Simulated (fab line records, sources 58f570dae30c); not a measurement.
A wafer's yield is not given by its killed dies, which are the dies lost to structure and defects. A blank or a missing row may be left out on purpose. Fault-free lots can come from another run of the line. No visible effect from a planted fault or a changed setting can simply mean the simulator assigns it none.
Split-lot study ; flow berkeley_cmos170 ; 23 wafers read across 5 lots, on a route 331 steps long

ABOUT THE SPLIT
At UCB170_GATE_EXPOSE_09 (exposes mask POLY, target cd 350 nm), the setting dose_mj was moved away from the recipe's 21 on 7 of the 23 wafers read, by -6.4% to +7.4%. All remaining wafers had this setting at the recipe value.

FROM THE SPLIT TO THE READING: what the file shows between them, 6 steps
- UCB170_GATE_PEB_10
- UCB170_GATE_DEVELOP_11: develop time 45 s
- UCB170_GATE_CD_MEAS_12: target cd 350 nm
- UCB170_GATE_ETCH_14: etches BARC in N2/H2
- UCB170_GATE_ETCH_15: etches poly-Si in HBr/Cl2, stops on SiO2, time 56.3 s, target depth 278.2 nm
- UCB170_GATE_STRIP_16: strips in O2

THE READING
At UCB170_GATE_CD_MEAS_90: cd_nm in nanometres, against a target cd of 350 nm. A value of 350.0 nm with a standard deviation of 1.9 nm is what fault-free wafers of this fab line usually give.

wafer;tool, chamber at the split;dose_mj as run;against the recipe;cd_nm, nm;against lot-mates on the recipe
L074.1;krf_scanner-02, 0;21;recipe;352.2;-
L074.2;krf_scanner-02, 0;21;recipe;353.1;-
L074.3;krf_scanner-02, 0;21;recipe;352.5;-
L074.4;krf_scanner-02, 0;21;recipe;352.0;-
L074.5;krf_scanner-02, 0;21;recipe;353.1;-
L076.1;krf_scanner-01, 0;19.94;-5.0%;360.4;+9.6
L076.2;krf_scanner-01, 0;21;recipe;350.9;-
L076.4;krf_scanner-01, 0;19.94;-5.0%;360.3;+9.6
L076.5;krf_scanner-01, 0;21;recipe;350.6;-
L076.6;krf_scanner-01, 0;19.94;-5.0%;360.0;+9.2
L080.1;krf_scanner-02, 0;21;recipe;350.0;-
L080.2;krf_scanner-02, 0;21;recipe;349.4;-
L080.6;krf_scanner-02, 0;21;recipe;349.9;-
L083.1;krf_scanner-02, 0;19.65;-6.4%;361.6;+11.7
L083.2;krf_scanner-02, 0;21;recipe;348.1;-
L083.3;krf_scanner-02, 0;21;recipe;349.9;-
L083.4;krf_scanner-02, 0;21;recipe;351.6;-
L083.5;krf_scanner-02, 0;19.65;-6.4%;362.3;+12.4
L084.1;krf_scanner-01, 0;22.56;+7.4%;337.0;-14.0
L084.2;krf_scanner-01, 0;21;recipe;352.0;-
L084.4;krf_scanner-01, 0;22.56;+7.4%;337.2;-13.8
L084.5;krf_scanner-01, 0;21;recipe;349.2;-
L084.6;krf_scanner-01, 0;21;recipe;351.9;-

THE FIT
A straight line over all 23 wafers: cd_nm changes by -1.81 nm for each +1% of dose_mj; r = -0.98; the points scatter about the line by 1.3 nm.
The same after taking each lot's own level away (the mean of its wafers on the recipe; 23 wafers): -1.88 nm for each +1%; r = -0.99; scatter 0.78 nm.
The reading moves by 14 nm for the largest change in dose_mj, on that fit.
The lots' own levels span 349.77 to 352.58 nm, that is 1.5 times the standard deviation above.
The two slopes agree, so the slope changes little with the lot-to-lot level.
Check: with one of the wafers moved furthest among these (+7.4%) left out of the fit, the line predicts -13.9 nm for it against its lot-mates. It came out at -14 nm against them.

THE WHOLE CHAIN: every reading that the file lists as answering this split, in the file's order
step;what it does;reading;change (the file's fit);r (the file's)
UCB170_GATE_CD_MEAS_12;target cd 350 nm;cd_nm;-1.9 nm for each +1% of the setting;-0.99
UCB170_GATE_ETCH_15;etches poly-Si in HBr/Cl2, stops on SiO2, time 56.3 s, target depth 278.2 nm;GATE.cd_nm (the simulator's own value, which no gauge read);-1.86 nm for each +1% of the setting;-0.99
UCB170_GATE_CD_MEAS_90;target cd 350 nm;cd_nm;-1.88 nm for each +1% of the setting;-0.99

THE FILE'S OWN FIT
cd_nm changes by -1.88 nm for each +1% of dose_mj, r = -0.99.
